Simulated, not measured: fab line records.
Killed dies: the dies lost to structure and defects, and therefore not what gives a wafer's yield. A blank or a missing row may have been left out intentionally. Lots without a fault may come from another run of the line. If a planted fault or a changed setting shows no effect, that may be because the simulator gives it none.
Split-lot experiment -- flow rit_cmos -- 5 lots, 23 wafers read, on a route of 202 steps

SPLIT DETAILS
At RIT_NRETRO_COAT_01 (resist thk 1300 nm), the setting spin_rpm was moved away from the recipe's 2000 rpm on 8 of the 23 wafers read, by -7.2% to +5.9%. All remaining wafers had this setting at the recipe value.

FROM THE SPLIT TO THE READING: what the file shows between them, 3 steps
- RIT_NRETRO_SOFTBAKE_02: time 60 s
- RIT_NRETRO_EXPOSE_03: exposes mask M4, target cd 43900 nm
- RIT_NRETRO_DEVELOP_05: develop time 68 s

THE READING
NOVOLAK_of_NRETRO_COAT_01.thk_nm (the simulator's own value, which no gauge read), in nm, at RIT_NRETRO_HARDBAKE_07 (time 120 s). The file does not state a usual value for it. Here, 15 wafers ran the recipe; their average is 1137 nm with a standard deviation of 2.4 nm.

wafer,"tool, chamber at the split","spin_rpm as run, rpm",against the recipe,"NOVOLAK_of_NRETRO_COAT_01.thk_nm, nm",against lot-mates on the recipe
L074.1,"litho_track-01, 0",2000,recipe,1141,-
L074.2,"litho_track-01, 0",1928,-3.6%,1162,+20
L074.5,"litho_track-01, 0",1928,-3.6%,1162,+20
L074.3,"litho_track-01, 0",2000,recipe,1142,-
L074.6,"litho_track-01, 0",2000,recipe,1142,-
L080.2,"litho_track-04, 0",2118,+5.9%,1101,-35
L080.3,"litho_track-04, 0",2118,+5.9%,1103,-33
L080.4,"litho_track-04, 0",2118,+5.9%,1104,-32
L080.5,"litho_track-04, 0",2000,recipe,1137,-
L080.6,"litho_track-04, 0",2000,recipe,1135,-
L083.1,"litho_track-04, 0",2000,recipe,1138,-
L083.4,"litho_track-04, 0",2000,recipe,1138,-
L083.2,"litho_track-04, 0",2000,recipe,1136,-
L083.3,"litho_track-04, 0",2000,recipe,1135,-
L083.6,"litho_track-04, 0",2000,recipe,1137,-
L084.2,"litho_track-04, 0",2000,recipe,1136,-
L084.4,"litho_track-04, 0",2000,recipe,1135,-
L084.5,"litho_track-04, 0",2000,recipe,1135,-
L085.1,"litho_track-04, 0",2000,recipe,1137,-
L085.4,"litho_track-04, 0",2000,recipe,1137,-
L085.2,"litho_track-04, 0",1856,-7.2%,1179,+42
L085.5,"litho_track-04, 0",1856,-7.2%,1180,+43
L085.6,"litho_track-04, 0",1856,-7.2%,1181,+44

THE FIT
A straight line over all 23 wafers: NOVOLAK_of_NRETRO_COAT_01.thk_nm changes by -5.98 nm for each +1% of spin_rpm; r = -0.99; the points scatter about the line by 2.3 nm.
The same after taking each lot's own level away (the mean of its wafers on the recipe; 23 wafers): -5.82 nm for each +1%; r = -1.00; scatter 1 nm.
Per that fit: largest spin_rpm move, reading shift of 42 nm.
The span of the lots' own levels, 1135.3 to 1141.7 nm, comes to 2.7 times the standard deviation stated above.
So the lot-to-lot level changes the slope little: the two slopes agree.
Check: +42.1 nm against its lot-mates is what the line predicts for one of the wafers moved furthest among these (-7.2%) when that wafer is left out of the fit. Against them it came out at +42 nm.

THE OTHER SPLITS THESE WAFERS WENT THROUGH
Other splits were also applied to these wafers ahead of the reading. Each is held against what the fit with the lots' levels taken away leaves over:
other split on the same wafers,wafers away from the commonest value,r with NOVOLAK_of_NRETRO_COAT_01.thk_nm (lot level and that fit taken away)
RIT_ACTIVE_CVD_03 temp_c,15,-0.25
RIT_ACTIVE_ETCH_13 rf_w,8,+0.08
RIT_NWELL_IMPLANT_08 dose_cm2,5,+0.19
RIT_PWELL_IMPLANT_08 dose_cm2,8,-0.08

THE WHOLE CHAIN: every reading that the file lists as answering this split, in the file's order
step,what it does,reading,change (the file's fit),r (the file's)
RIT_NRETRO_COAT_01,resist thk 1300 nm,"NOVOLAK_of_NRETRO_COAT_01.thk_nm (the simulator's own value, which no gauge read)",-6.73 nm for each +1% of the setting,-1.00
RIT_NRETRO_HARDBAKE_07,time 120 s,"NOVOLAK_of_NRETRO_COAT_01.thk_nm (the simulator's own value, which no gauge read)",-5.8 nm for each +1% of the setting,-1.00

THE FILE'S OWN FIT
NOVOLAK_of_NRETRO_COAT_01.thk_nm changes by -5.8 nm for each +1% of spin_rpm, r = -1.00.
